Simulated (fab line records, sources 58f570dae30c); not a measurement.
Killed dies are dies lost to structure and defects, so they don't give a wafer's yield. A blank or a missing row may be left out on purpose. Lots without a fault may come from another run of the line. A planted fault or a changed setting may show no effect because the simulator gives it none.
Chamber matching | flow berkeley_cmos170 | UCB170_V2_CMP_02 on cmp-01: 4 sister chambers
The step polishes SiO2. 7 wafers are shown with their chamber, then 9 later ones without.

WAFERS WITH THEIR CHAMBER
wafer  | chamber | motor_current_A (A)
L775.6 | 3       | 16.3
L776.2 | 3       | 16.2
L776.4 | 1       | 15.4
L776.6 | 2       | 18.3
L783.1 | 0       | 18.6
L783.2 | 2       | 18.8
L783.5 | 1       | 14.4

WAFERS WITHOUT THEIR CHAMBER
wafer  | motor_current_A (A)
L784.3 | 17.4
L784.4 | 18.7
L784.6 | 17.7
L785.1 | 14.6
L785.5 | 18.1
L785.6 | 17.1
L791.3 | 18.3
L791.4 | 18.4
L791.6 | 20.4

WHICH CHAMBER EACH WENT THROUGH
wafer  | from the rows above          | in truth
L784.3 | can't be placed: 3 or 2 or 0 | 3
L784.4 | can't be placed: 0 or 2      | 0
L784.6 | can't be placed: 2 or 0 or 3 | 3
L785.1 | 1                            | 1
L785.5 | can't be placed: 2 or 0      | 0
L785.6 | can't be placed: 3 or 2 or 0 | 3
L791.3 | can't be placed: 2 or 0      | 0
L791.4 | can't be placed: 2 or 0      | 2
L791.6 | can't be placed: 0 or 2      | 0
Placed correctly: 1 of 9. Can't be placed from these rows: 8 (the true chamber is among the candidates in 8). Placed wrongly: 0.
How it was worked out, from the rows above alone: a wafer's distance from a chamber is the root of the sum, over the readings, of the square of ((its reading less the chamber's mean) divided by the reading's scatter). The wafer belongs to the nearest chamber; if the next one is less than 2 further off, it can't be placed. A chamber's mean is the mean of its shown wafers. The scatter: the root of (the sum of the squares of (reading less its chamber's mean) over the shown wafers, divided by (wafers less chambers)).
